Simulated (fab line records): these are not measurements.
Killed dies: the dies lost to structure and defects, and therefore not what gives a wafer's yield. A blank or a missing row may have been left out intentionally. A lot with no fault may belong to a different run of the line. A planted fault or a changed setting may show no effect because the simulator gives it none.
fab line records    flow berkeley-cmos170
[record] lots = 15  wafers = 45  last-day = 12
route steps=331 shown PWELL@50 SILICIDE@210 M2@274
lots that met no fault: taken from a fault-free run of the same line
start-h: hours from the record's opening day to when the first of the lot's shown wafers began    wait-h: hours from the lot's prior step to this one    " unchanged from the row above    L1.1+2: a single row standing in for several wafers    - no value, or no start was given    * or withheld: withheld    < > ~ a bound
route shown NAME@n: NAME is a module with steps in the file, n the number in the route of the first one    usual: the fault-free wafers' mean and standard deviation    same: alike in all rows    chamber/n: place in a boat    sites: readings site by site    _std_site: the standard deviation of these    _edge_site: the outer-site mean with the inner-site mean subtracted    radius-mm: how far each site lies from the wafer's centre    mask NAME#n: copy n    behind: the last tool/chamber to shape the wafer    hold: cause of the lot's hold/its duration in hours/its outcome    device: the n, p or np transistor that did not switch    end of line: the same wafers' tests at the end of the route    a step given without rows: its recipe and nothing more    killed: not the wafer's yield, but the dies lost to structure and defects at the first sort    map: shows each die of a wafer: x if killed, . if not, _ if none is there
set.NAME: the setting as run; set.NAME@STEP: as run at that earlier step    model.NAME: the simulator's own value behind a step, which no gauge read
one table for each step of the route and one row for each wafer, over a sample of lots
services: the hour from which a tool's chamber was out of use, counted from the record's first day as start-h (under 0 if before that day), plus the number of hours and why
[[steps]]
[step UCB170_PWELL_STRIP_16]
[recipe] chemistry = O2  power-w = 400  pressure-mtorr = 3500  platen-temp-c = withheld  o2-flow-sccm = 400  overash-fraction = 0.5
[usual] drypump-motor-current-A = 6.0/0.43  oes-product-au = 0.721/0.0046  strip-time-to-endpoint-s = 18.07/0.076
lot.wafer  tool             chamber  start-h  wait-h  drypump-motor-current-A  oes-product-au  rf-hours-counter-h  strip-time-to-endpoint-s
L885.3     plasma-asher-04  1        63.17    0.1     6.1                      0.721           -                   18.01
L885.4     "                0        "        "       6.6                      0.722           -                   17.99
L885.5     "                1        "        "       6.1                      0.713           -                   18.09
L887.3     plasma-asher-02  1        70.20    0.1     5.9                      0.715           -                   18.09
L887.4     "                0        "        "       6.4                      0.721           -                   18.06
L887.5     "                1        "        "       5.9                      0.717           -                   18.11
L886.3     plasma-asher-03  1        72.66    0.1     5.3                      0.721           -                   18.05
L886.5     "                0        "        "       5.6                      0.720           -                   18.02
L886.6     "                1        "        "       5.3                      0.724           -                   18.09
L888.1     plasma-asher-04  0        89.51    0.1     6.6                      0.725           31                  17.99
L888.3     "                0        "        "       6.6                      0.729           -                   18.06
L888.6     "                0        "        "       6.6                      0.729           -                   18.09
L890.2     plasma-asher-02  1        89.93    0.1     5.9                      0.719           35                  18.06
L890.3     "                0        "        "       6.3                      0.720           -                   18.08
L890.4     "                1        "        "       5.9                      0.725           -                   18.13
L889.2     plasma-asher-03  0        90.20    0.1     5.7                      0.716           33                  18.12
L889.3     "                1        "        "       5.3                      0.728           -                   18.20
L889.5     "                0        "        "       5.6                      0.721           -                   18.16
L893.3     plasma-asher-03  0        90.44    0.1     5.6                      0.731           -                   18.15
L893.5     "                0        "        "       5.6                      0.724           -                   18.14
L893.6     "                1        "        "       5.3                      0.727           -                   18.10
L891.1     plasma-asher-02  1        94.64    0.1     5.9                      0.720           36                  18.08
L891.4     "                1        "        "       5.9                      0.720           -                   18.04
L891.5     "                0        "        "       6.4                      0.721           -                   17.93
L895.1     plasma-asher-03  1        103.54   0.1     5.3                      0.726           34                  18.10
L895.5     "                0        "        "       5.6                      0.715           -                   18.07
L895.6     "                1        "        "       5.3                      0.723           -                   18.09
L897.1     plasma-asher-04  1        119.21   0.1     6.1                      0.726           35                  18.22
L897.2     "                0        "        "       6.6                      0.727           35                  18.18
L897.4     "                1        "        "       6.1                      0.723           -                   18.09
L899.1     plasma-asher-02  0        130.76   0.1     6.4                      0.717           41                  17.98
L899.2     "                1        "        "       5.9                      0.719           41                  18.09
L899.3     "                0        "        "       6.4                      0.718           -                   18.10
L902.1     plasma-asher-03  1        145.39   0.1     5.3                      0.712           38                  17.91
L902.5     "                1        "        "       5.3                      0.719           -                   17.91
L902.6     "                0        "        "       5.6                      0.726           -                   17.93
L903.3     plasma-asher-02  0        145.67   0.1     6.4                      0.725           -                   18.03
L903.5     "                1        "        "       5.9                      0.723           -                   18.14
L903.6     "                0        "        "       6.4                      0.714           -                   18.01
L905.1     plasma-asher-03  1        165.32   0.1     5.3                      0.726           40                  18.16
L905.5     "                1        "        "       5.3                      0.717           -                   18.09
L905.6     "                0        "        "       5.6                      0.715           -                   18.21
L906.2     plasma-asher-02  0        165.44   0.1     6.4                      0.721           44                  18.20
L906.3     "                0        "        "       6.4                      0.728           -                   18.05
L906.5     "                1        "        "       5.9                      0.724           -                   18.04
[step UCB170_SILICIDE_PRE_CLEAN_00]
[recipe] gas = Ar  preclean-etch-time-s = 60
[usual] preclean-etch-time-s = 60/0
lot.wafer  tool            chamber  start-h  wait-h  preclean-etch-time-s
L885.3     pvd-sputter-02  -        170.21   0.1     60
L885.4     "               -        "        "       60
L885.5     "               -        "        "       60
L886.3     pvd-sputter-04  -        184.08   0.1     60
L886.5     "               -        "        "       60
L886.6     "               -        "        "       60
L887.3     pvd-sputter-01  -        184.38   0.1     60
L887.4     "               -        "        "       60
L887.5     "               -        "        "       60
L890.2     pvd-sputter-02  -        204.40   0.1     60
L890.3     "               -        "        "       60
L890.4     "               -        "        "       60
L891.1     pvd-sputter-01  -        205.28   0.1     60
L891.4     "               -        "        "       60
L891.5     "               -        "        "       60
L889.2     pvd-sputter-04  -        205.45   0.1     60
L889.3     "               -        "        "       60
L889.5     "               -        "        "       60
L893.3     pvd-sputter-02  -        205.85   0.1     60
L893.5     "               -        "        "       60
L893.6     "               -        "        "       60
L888.1     pvd-sputter-04  -        206.23   0.1     60
L888.3     "               -        "        "       60
L888.6     "               -        "        "       60
L895.1     pvd-sputter-01  -        212.59   0.1     300
L895.5     "               -        "        "       300
L895.6     "               -        "        "       60
L897.1     pvd-sputter-01  -        226.17   0.1     60
L897.2     "               -        "        "       300
L897.4     "               -        "        "       60
L899.1     pvd-sputter-01  -        240.70   0.1     60
L899.2     "               -        "        "       60
L899.3     "               -        "        "       300
L902.1     pvd-sputter-04  -        256.56   0.1     60
L902.5     "               -        "        "       60
L902.6     "               -        "        "       60
L903.3     pvd-sputter-02  -        256.93   0.1     60
L903.5     "               -        "        "       60
L903.6     "               -        "        "       60
L906.2     pvd-sputter-02  -        268.99   0.1     60
L906.3     "               -        "        "       60
L906.5     "               -        "        "       60
L905.1     pvd-sputter-04  -        269.41   0.1     60
L905.5     "               -        "        "       60
L905.6     "               -        "        "       60
[step UCB170_M2_THK_MEAS_03]
[recipe] thk-meas-gauge = xrf  reads = Al_of_M2_SPUTTER_01
[usual] M2_AL_THK = 897/12
lot.wafer  tool           chamber  start-h  wait-h  M2_AL_THK[nm]
L885.3     film-metro-02  -        182.11   0.1     872
L885.4     "              -        "        "       878
L885.5     "              -        "        "       907
L886.3     film-metro-02  -        197.19   0.1     905
L886.5     "              -        "        "       881
L886.6     "              -        "        "       882
L887.3     film-metro-01  -        198.38   0.1     923
L887.4     "              -        "        "       895
L887.5     "              -        "        "       917
L890.2     film-metro-01  -        215.95   0.1     899
L890.3     "              -        "        "       893
L890.4     "              -        "        "       878
L891.1     film-metro-01  -        219.44   0.1     891
L891.4     "              -        "        "       907
L891.5     "              -        "        "       898
L893.3     film-metro-02  -        219.58   0.1     902
L893.5     "              -        "        "       886
L893.6     "              -        "        "       900
L889.2     film-metro-04  -        219.69   0.1     907
L889.3     "              -        "        "       902
L889.5     "              -        "        "       891
L888.1     film-metro-02  -        220.70   0.1     871
L888.3     "              -        "        "       878
L888.6     "              -        "        "       892
L895.1     film-metro-01  -        225.23   0.1     902
L895.5     "              -        "        "       889
L895.6     "              -        "        "       901
L897.1     film-metro-04  -        238.96   0.1     890
L897.2     "              -        "        "       906
L897.4     "              -        "        "       888
L899.1     film-metro-04  -        255.07   0.1     912
L899.2     "              -        "        "       895
L899.3     "              -        "        "       888
L902.1     film-metro-02  -        272.30   0.1     894
L902.5     "              -        "        "       879
L902.6     "              -        "        "       886
L903.3     film-metro-02  -        272.59   0.1     887
L903.5     "              -        "        "       893
L903.6     "              -        "        "       878
L906.2     film-metro-02  -        281.12   0.1     892
L906.3     "              -        "        "       888
L906.5     "              -        "        "       885
L905.1     film-metro-01  -        283.52   0.1     904
L905.5     "              -        "        "       895
L905.6     "              -        "        "       904
[step UCB170_M2_CD_MEAS_90]
[recipe] target-cd-nm = 700
[usual] cd-nm = 700.7/2.9
lot.wafer  tool       chamber  start-h  wait-h  cd-nm
L885.3     cd-sem-02  -        184.61   0.1     701.5
L885.4     "          -        "        "       703.7
L885.5     "          -        "        "       703.6
L886.3     cd-sem-01  -        199.82   0.1     706.4
L886.5     "          -        "        "       708.1
L886.6     "          -        "        "       710.2
L887.3     cd-sem-02  -        200.92   0.1     705.1
L887.4     "          -        "        "       703.8
L887.5     "          -        "        "       707.1
L890.2     cd-sem-01  -        218.47   0.1     702.5
L890.3     "          -        "        "       699.3
L890.4     "          -        "        "       698.8
L891.1     cd-sem-02  -        222.97   0.1     704.0
L891.4     "          -        "        "       700.4
L891.5     "          -        "        "       703.4
L893.3     cd-sem-01  -        223.23   0.1     698.0
L893.5     "          -        "        "       698.4
L893.6     "          -        "        "       697.8
L889.2     cd-sem-02  -        223.30   0.1     700.0
L889.3     "          -        "        "       706.6
L889.5     "          -        "        "       704.1
L888.1     cd-sem-02  -        224.75   0.1     697.1
L888.3     "          -        "        "       698.5
L888.6     "          -        "        "       700.6
L895.1     cd-sem-01  -        227.87   0.1     699.5
L895.5     "          -        "        "       702.4
L895.6     "          -        "        "       700.3
L897.1     cd-sem-02  -        242.76   0.1     702.7
L897.2     "          -        "        "       697.3
L897.4     "          -        "        "       700.3
L899.1     cd-sem-01  -        257.58   0.1     699.5
L899.2     "          -        "        "       699.6
L899.3     "          -        "        "       702.2
L902.1     cd-sem-01  -        274.65   0.1     702.2
L902.5     "          -        "        "       699.9
L902.6     "          -        "        "       699.3
L903.3     cd-sem-02  -        274.87   0.1     699.5
L903.5     "          -        "        "       703.8
L903.6     "          -        "        "       701.5
L906.2     cd-sem-01  -        283.26   0.1     700.0
L906.3     "          -        "        "       696.7
L906.5     "          -        "        "       696.9
L905.1     cd-sem-01  -        285.77   0.1     698.4
L905.5     "          -        "        "       698.9
L905.6     "          -        "        "       700.5
[[services]]
tool             chamber  start-h  hours  kind
plasma-asher-03  -        42.34    14.6   pm
pvd-sputter-01   -        63.02    5.7    repair
plasma-asher-03  -        79.18    5.1    repair
plasma-asher-04  -        80.54    1.0    repair
plasma-asher-04  -        84.98    2.1    repair
plasma-asher-03  -        94.63    1.6    repair
plasma-asher-03  -        108.79   9.2    repair
plasma-asher-03  -        113.06   1.4    repair
pvd-sputter-02   -        124.70   4.2    repair
plasma-asher-03  -        125.65   2.8    pm
plasma-asher-04  -        127.14   1.7    repair
plasma-asher-04  -        127.64   11.0   repair
pvd-sputter-04   -        142.22   3.6    repair
plasma-asher-03  -        175.78   0.5    repair
plasma-asher-04  -        192.81   0.7    repair
pvd-sputter-01   -        198.89   2.1    repair
plasma-asher-02  -        241.70   2.9    repair
pvd-sputter-02   -        241.93   7.1    repair
plasma-asher-02  -        245.86   1.9    repair
plasma-asher-03  -        245.91   23.3   pm
[[key]]
[first-sign] step = UCB170_SILICIDE_PRE_CLEAN_00  reading = preclean-etch-time-s  direction = up  sigmas = 99+  usual = *  struck = *
effect none on later readings
met-at UCB170_SILICIDE_PRE_CLEAN_00
struck-lots L895,L897,L899
struck-wafers L895.1,L895.5,L897.2,L899.3
sort-left-out L899.3
tester-left-out L895,L897,L899
not-acting-at UCB170_PWELL_STRIP_16,UCB170_M2_THK_MEAS_03,UCB170_M2_CD_MEAS_90
onset-between 205.28 212.59
[fault] kind = process-parameter-drift  tool = pvd-sputter-01  chamber = -  onset-h = 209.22  steps = UCB170_SILICIDE_PRE_CLEAN_00  channel = preclean-etch-time-s  offset = *  shape = step  end-h = 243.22  acts-in = *  stated = *  scope = struck-wafers-only
// tester-left-out: of these lots the tester's yield and bins aren't shown, on N5 and GAA mostly nor the transistor test; their killed dies are dies lost to structure and defects alone, not to doping, threshold or leakage, so they don't give the yield
// sort-left-out: the simulated sort isn't trusted on such a fault, so these wafers' sort isn't shown, and their yield isn't known
